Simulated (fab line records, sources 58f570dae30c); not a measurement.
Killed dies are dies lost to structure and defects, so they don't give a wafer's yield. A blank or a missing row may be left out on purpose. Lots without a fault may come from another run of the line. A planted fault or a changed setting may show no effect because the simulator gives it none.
Which tool did it? | flow berkeley_cmos170 | 7 lots, 21 wafers sampled, at 3 steps of a route of 331

WHAT THE GAUGES READ, wafer by wafer
UCB170_NLDD_CD_MEAS_06: target cd 1200 nm.
lot  | measured     | on        | cd_nm (nm)
L381 | day 5 18:32  | cd_sem-01 | 1200.6 1201.7 1202.0
L385 | day 6 23:28  | cd_sem-01 | 1201.2 1201.9 1201.8
L386 | day 7 10:21  | cd_sem-01 | 1199.4 1200.1 1199.2
L389 | day 7 09:32  | cd_sem-01 | 1199.4 1201.5 1201.7
L396 | day 9 22:38  | cd_sem-02 | 1030.9 1029.8 1031.1
L399 | day 10 05:32 | cd_sem-02 | 1198.9 1199.1 1198.9
L402 | day 10 20:48 | cd_sem-01 | 1200.7 1201.6 1202.2

WHICH TOOL RAN EACH LOT (tool, then ch and the chambers of the sampled wafers, then the start)
lot  | UCB170_NWELL_STRIP_15               | UCB170_NLDD_PEB_04
L381 | plasma_asher-04 ch 0, day 2 08:10   | litho_track-04 ch 0, day 5 18:16
L385 | plasma_asher-04 ch 0,1, day 3 05:11 | litho_track-04 ch 0, day 6 23:12
L386 | plasma_asher-02 ch 0,1, day 3 12:16 | litho_track-04 ch 0, day 7 10:05
L389 | plasma_asher-02 ch 0,1, day 4 01:52 | litho_track-04 ch 0, day 7 09:15
L396 | plasma_asher-02 ch 0,1, day 5 14:47 | litho_track-04 ch 0, day 9 22:21
L399 | plasma_asher-01 ch 0,1, day 6 10:35 | litho_track-02 ch 0, day 10 05:16
L402 | plasma_asher-01 ch 0,1, day 6 19:32 | litho_track-03 ch 0, day 10 20:32
- UCB170_NWELL_STRIP_15: strips in O2.
- UCB170_NLDD_PEB_04

THE ANSWER, worked out from the rows above alone
Rule: what is usual is taken from the lots themselves. Put in order of their means at a reading, lots are off if they are a third of the lots or fewer, leave a main group of 4 or more, and stand apart from it by a gap of 3 or more times the standard deviation of the main group's means; of several such gaps the widest counts. A main group whose means are all the same, to the digits that the tables above print for the reading, isn't used. A lot without any number at a reading at which 4 lots or more have one is off too. The other lots that the step has rows for count as sound.
Off: L396, at UCB170_NLDD_CD_MEAS_06 (cd_nm). The main group: mean 1200.7 nm, standard deviation 1.
A tool fits if, at a process step before that reading, it ran every lot that is off, and no sound lot after the first of them. The gauges at UCB170_NLDD_CD_MEAS_06 are tried like those tools. Can't be told from this: 2 tools fit, plasma_asher-02 at UCB170_NWELL_STRIP_15, litho_track-04 at UCB170_NLDD_PEB_04.

WHAT THE SIMULATOR HAD PUT IN
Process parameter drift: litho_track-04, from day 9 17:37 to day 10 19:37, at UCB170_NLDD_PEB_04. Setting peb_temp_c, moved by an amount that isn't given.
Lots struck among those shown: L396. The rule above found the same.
